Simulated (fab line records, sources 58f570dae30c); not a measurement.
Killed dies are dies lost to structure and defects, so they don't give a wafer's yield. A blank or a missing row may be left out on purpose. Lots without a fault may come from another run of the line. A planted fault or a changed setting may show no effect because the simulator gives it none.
Which tool did it? | flow berkeley_cmos170 | 6 lots, 18 wafers sampled, at 1 step of a route of 331

WHAT THE GAUGES READ, wafer by wafer
UCB170_GATE_THK_MEAS_02.
lot  | measured     | on            | GATE_OXIDE_THK (nm)
L214 | day 5 15:50  | film_metro-02 | 6.62 6.56 6.65
L217 | day 6 08:02  | film_metro-01 | 6.41 6.63 6.72
L218 | day 6 21:16  | film_metro-02 | 6.35 6.46 6.37
L225 | day 8 07:06  | film_metro-04 | 10.68 10.68 10.61
L233 | day 9 23:35  | film_metro-02 | 6.38 6.36 6.41
L235 | day 10 08:11 | film_metro-01 | 6.39 6.46 6.46

WHICH TOOL RAN EACH LOT (tool, then ch and the chambers of the sampled wafers, then the start)
The record holds no process step before these readings.

THE ANSWER, worked out from the rows above alone
Rule: what is usual is taken from the lots themselves. Put in order of their means at a reading, lots are off if they are a third of the lots or fewer, leave a main group of 4 or more, and stand apart from it by a gap of 3 or more times the standard deviation of the main group's means; of several such gaps the widest counts. A main group whose means are all the same, to the digits that the tables above print for the reading, isn't used. A lot without any number at a reading at which 4 lots or more have one is off too. The other lots that the step has rows for count as sound.
Off: L225, at UCB170_GATE_THK_MEAS_02 (GATE_OXIDE_THK). The main group: mean 6.48 nm, standard deviation 0.097.
A tool fits if, at a process step before that reading, it ran every lot that is off, and no sound lot after the first of them. The gauges at UCB170_GATE_THK_MEAS_02 are tried like those tools. One fits: film_metro-04 at UCB170_GATE_THK_MEAS_02. It ran no sound lot before its first lot that is off in this sample, so the start can't be narrowed down.

WHAT THE SIMULATOR HAD PUT IN
Metrology matching offset: film_metro-04, from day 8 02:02 on, at UCB170_GATE_THK_MEAS_02. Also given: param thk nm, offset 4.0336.
Lots struck among those shown: L225. The rule above found the same.
